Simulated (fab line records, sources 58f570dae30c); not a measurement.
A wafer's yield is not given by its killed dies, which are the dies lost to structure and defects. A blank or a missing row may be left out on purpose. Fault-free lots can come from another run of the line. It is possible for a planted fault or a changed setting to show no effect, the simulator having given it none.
Code-filled problem report in 8D (eight disciplines) form :: flow berkeleyCmos170 :: the parts of the form that need people (team, actions taken, sign-off) are left out

1. WHAT IS WRONG
Mean PLDD_TW at UCB170_PLDD_TW_MEAS_11: 904 over 5 wafers in 2 lots; fault-free wafers: 1007, standard deviation 6.7. Relative to the usual mean, that is a shift of -15 standard deviations.
The first sign was on wafer L479.1 at day 10 09:54, on filmMetro-03. Wafers with a number at this step in the record: 41, from 14 lots. Rule for "out", or "out of limits": more than 4 standard deviations from the usual mean. Any other wafer with a number is counted as sound.

2. WHAT IT IS, WHAT IT ISN'T
question: which readings at this step
is: PLDD_TW
is not: -

question: which lots
is: L479, L480
is not: L463, L465, L466, L468, L469, L470, L472, L474, L475, L483, L484, L485

question: which wafers of those lots
is: all that have a number
is not: -

question: read on which gauges
is: filmMetro-02, filmMetro-03
is not: filmMetro-01

question: when
is: from day 10 09:54
is not: up to then (27 sound wafers); but 9 sound wafers of L483, L484, L485 came after

3. WHAT RULES OUT EACH SUSPECT
Counting: any tool at a process step up to the reading is kept as a suspect provided that every lot that is out went through it and no sound lot did after the first of them.
- the gauge at UCB170_PLDD_TW_MEAS_11 is ruled out. Those wafers that are out were read across 2 gauges (filmMetro-02, filmMetro-03).
- implanter-02 at UCB170_PLDD_IMPLANT_09: kept. It ran every lot that is out, first L479 (day 10 09:39), and no sound lot after that; its last sound lot up to then is L470 (day 8 20:51). Its own readings are out on those wafers: doseIonsCm2, faradayCurrentUA.
After counting, what remains is implanter-02 at UCB170_PLDD_IMPLANT_09.

4. THE CAUSE (what the simulator had put in)
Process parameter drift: implanter-02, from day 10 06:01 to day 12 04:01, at UCB170_PLDD_IMPLANT_09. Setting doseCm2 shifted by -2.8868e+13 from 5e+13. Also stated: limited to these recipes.
This tool alone remained once counting was done.

5. THE CHAIN OF EFFECTS, in route order
Rows list readings where the struck wafers' mean (over those with a number) sits beyond 3 standard deviations from the usual. Only readings whose record carries a usual standard deviation are examined. hours: median over the lots of the time between each lot's start at the first step of this table that gives one and its start at this step. sigmas: the change, counted in usual standard deviations.
hours: 0
step: UCB170_PLDD_IMPLANT_09
reading: doseIonsCm2
usual: 5e+13
on struck wafers: 2e+13
change: -3e+13
sigmas: -99 or more

hours: 0
step: UCB170_PLDD_IMPLANT_09
reading: faradayCurrentUA
usual: 158.1
on struck wafers: 66.7
change: -91.4
sigmas: -30

hours: 0
step: UCB170_PLDD_TW_MEAS_11
reading: PLDD_TW
usual: 1007
on struck wafers: 904
change: -103
sigmas: -15

hours: 15
step: UCB170_SDANNEAL_RS_MEAS_04
reading: PLDD_RS
usual: 1032.7 ohm/sq
on struck wafers: 1353.1
change: +320.4
sigmas: +99 or more
Its process steps:
- UCB170_PLDD_IMPLANT_09

6. WHAT WOULD HAVE CAUGHT IT SOONER
In this record the first reading out of limits at a measuring or inspecting step was taken at day 10 09:54, 4 hours after the fault began at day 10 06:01.
Tool's own readings at UCB170_PLDD_IMPLANT_09, doseIonsCm2, faradayCurrentUA: out on all struck wafers the step has rows for; an alarm limit on them would have tripped on the first.
L480, from the lots that are out (2), started UCB170_PLDD_IMPLANT_09 on implanter-02 later than day 10 09:54. It would have been spared by a hold on the tool at that moment.
